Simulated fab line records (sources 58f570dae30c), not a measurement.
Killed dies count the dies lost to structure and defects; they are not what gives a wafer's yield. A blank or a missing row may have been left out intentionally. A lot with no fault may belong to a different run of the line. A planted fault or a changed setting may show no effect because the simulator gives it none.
Which tool did it?	flow berkeley cmos170	14 lots, 42 wafers sampled, at 1 step of a route of 331

== WHAT THE GAUGES SHOWED, per wafer ==
The record holds no reading of a measuring or inspecting step that can be judged against a usual standard deviation.

== EACH LOT AND THE TOOL THAT RAN IT (in order: tool; ch and the chambers of the sampled wafers; start) ==
lot	UCB170_CONTACT_ETCH_17
L445	rie diel-03 ch 0,3, day 6 19:19
L444	rie diel-01 ch 2,3, day 6 19:40
L447	rie diel-01 ch 1,2, day 7 14:38
L446	rie diel-02 ch 2,3, day 7 14:53
L449	rie diel-01 ch 1,3, day 8 01:23
L450	rie diel-02 ch 0,1, day 8 12:50
L451	rie diel-03 ch 1,3, day 8 13:08
L456	rie diel-01 ch 0,2, day 9 19:29
L457	rie diel-01 ch 0,1,3, day 9 20:13
L459	rie diel-01 ch 1,2,3, day 10 08:57
L458	rie diel-03 ch 1,3, day 10 10:21
L461	rie diel-02 ch 0,1,2, day 10 12:11
L462	rie diel-01 ch 1,2,3, day 11 03:06
L466	rie diel-03 ch 0,1,3, day 11 12:54
- UCB170_CONTACT_ETCH_17: etches BARC in N2/H2.

== AS READ BY THE TOOLS THEMSELVES (means over the sampled wafers that have a number; for cases with no such wafer, the mark the record gives instead) ==
UCB170_CONTACT_ETCH_17. Usual: chamber pressure mTorr 30.000 mTorr, standard deviation 0.026; drypump motor current A 5.7 A, standard deviation 0.39; oes product au 0.999 a.u., standard deviation 0.025; throttle valve pct 13.31 %, standard deviation 0.18.
lot	tool	chamber pressure mTorr (mTorr)	drypump motor current A (A)	oes product au (a.u.)	throttle valve pct (%)	flag
L445	rie diel-03	29.976	6.3	0.989	13.22	
L444	rie diel-01	29.987	5.8	1.035	13.30	
L447	rie diel-01	30.002	5.8	1.023	13.26	
L446	rie diel-02	30.005	5.5	0.971	13.31	
L449	rie diel-01	29.962	5.8	1.016	13.18	
L450	rie diel-02	30.008	5.3	1.002	13.40	
L451	rie diel-03	29.993	5.7	1.002	13.52	
L456	rie diel-01	29.995	5.7	1.031	13.20	
L457	rie diel-01	29.999	5.6	1.015	13.08	
L459	rie diel-01	24.003	5.8	1.036	13.21	OFF
L458	rie diel-03	30.008	5.8	0.988	13.52	
L461	rie diel-02	29.988	5.3	0.988	13.38	
L462	rie diel-01	24.003	5.8	1.041	13.21	OFF
L466	rie diel-03	30.003	6.0	0.989	13.37	

== THE ANSWER, worked out from the rows above alone ==
Rule: a lot counts as off when the mean over its wafers that have a number is more than 3 standard deviations away from the usual mean. A lot without any number at a reading at which 4 lots or more have one is off too. All remaining lots with rows at the step are treated as sound. After the gauges, taken in route order, come the tools' own readings; for these a lot's mean is taken, as printed above. At the first step where some lot is off, the reading lying furthest off is the one used; lots without a number count as furthest.
Off: L459, L462 (UCB170_CONTACT_ETCH_17, chamber pressure mTorr).
If a tool, at that step or one of the process steps before it, ran each lot that is off and ran no sound lot following the first of them, it fits. One fits: UCB170_CONTACT_ETCH_17 on rie diel-01. Its last sound lot is L457 (day 9 20:13), its first lot that is off L459 (day 10 08:57): a fault that began between those two fits.
On the lots that are off, the tool's own readings at UCB170_CONTACT_ETCH_17 differ by more than 5 times the standard deviation of the sound lots' means, which bears it out; chamber pressure mTorr reads 24.003 mTorr there versus 29.994 mTorr on the sound lots.

== WHAT THE SIMULATOR PUT IN ==
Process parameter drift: rie diel-01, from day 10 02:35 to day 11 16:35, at UCB170_CONTACT_ETCH_17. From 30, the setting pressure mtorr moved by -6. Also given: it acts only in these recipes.
Struck lots among those shown: L459, L462. The rule above reached the same finding.
